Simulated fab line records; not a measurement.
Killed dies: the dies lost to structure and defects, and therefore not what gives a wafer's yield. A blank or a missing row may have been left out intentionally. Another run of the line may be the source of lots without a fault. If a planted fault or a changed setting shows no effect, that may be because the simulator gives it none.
Problem report in the 8D (eight disciplines) form, filled by code ; flow rit_cmos ; the parts of the form that need people (team, actions taken, sign-off) are left out

## 1. WHAT IS WRONG
Mean PWELL_TW at RIT_PWELL_TW_MEAS_10: 983 over 9 wafers in 3 lots; fault-free wafers: 949, standard deviation 6.5. Measured from the usual mean, that is +5.2 standard deviations.
The first sign was on wafer L230.2 at day 5 13:14, on film_metro-01. The record holds 45 wafers of 15 lots with a number at this step. Rule for "out" (also "out of limits"): further than 4 standard deviations from the usual mean. All remaining wafers that have a number are taken as sound.

## 2. WHAT IT IS AND WHAT IT IS NOT
question;is;is not
which readings at this step;PWELL_TW;-
which lots;L230, L233, L234;L214, L215, L216, L217, L218, L219, L220, L223, L225, L228, L235, L236
which wafers of those lots;all that have a number;-
read on which gauges;film_metro-01, film_metro-04;film_metro-03
when;from day 5 13:14;"up to then (30 sound wafers); but 6 sound wafers of L235, L236 came after"

## 3. THE SUSPECTS, EACH WITH WHAT RULES IT OUT
Counting: any tool at a process step up to the reading is kept as a suspect provided that every lot that is out went through it and no sound lot did after the first of them.
- the gauge at RIT_PWELL_TW_MEAS_10 has been ruled out. Those wafers that are out were read across 2 gauges (film_metro-01, film_metro-04).
- implanter-02 at RIT_PWELL_IMPLANT_08: kept. It ran every lot that is out, first L230 (day 5 12:55), and no sound lot after that; its last sound lot up to then is L228 (day 5 04:46). Out on those wafers are its own readings of dose_ions_cm2, faraday_current_uA.
Left after counting: implanter-02 at RIT_PWELL_IMPLANT_08.

## 4. THE CAUSE (what the simulator had put in)
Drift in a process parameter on implanter-02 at RIT_PWELL_IMPLANT_08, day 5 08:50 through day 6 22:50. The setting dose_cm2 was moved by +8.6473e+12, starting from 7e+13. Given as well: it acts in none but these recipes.
Counting left only this tool.

## 5. THE EFFECT CHAIN, in route order
Each row: a reading where the mean over the struck wafers with a number is more than 3 standard deviations away from the usual. Readings are gone through only where the record gives a usual standard deviation; hours: the median, over the lots, of the time from a lot's start at the first step in this table giving one to that lot's start at this step; sigmas: the change measured in usual standard deviations.
hours;step;reading;usual;on struck wafers;change;sigmas
0;RIT_PWELL_IMPLANT_08;dose_ions_cm2;7e+13;8e+13;+9e+12;+99 or more
0;RIT_PWELL_IMPLANT_08;faraday_current_uA;223;250;+27;+7.0
0;RIT_PWELL_TW_MEAS_10;PWELL_TW;949;983;+34;+5.2
9;RIT_WELLDRIVE_RS_MEAS_02;PWELL_RS;430.4 ohm/sq;400.3;-30.1;-23
Here are the process steps it includes:
- RIT_PWELL_IMPLANT_08

## 6. HOW IT WOULD HAVE BEEN CAUGHT EARLIER
Counted from the fault's start at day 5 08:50, it took 4 hours until the first out-of-limits reading at a measuring or inspecting step in this record, taken at day 5 13:14.
Tool's own readings at RIT_PWELL_IMPLANT_08, dose_ions_cm2, faraday_current_uA: out on all struck wafers the step has rows for; an alarm limit on them would have tripped on the first.
Among the 3 lots that are out, L233, L234 began RIT_PWELL_IMPLANT_08 on implanter-02 after day 5 13:14. A hold on the tool at that time would have spared those 2.
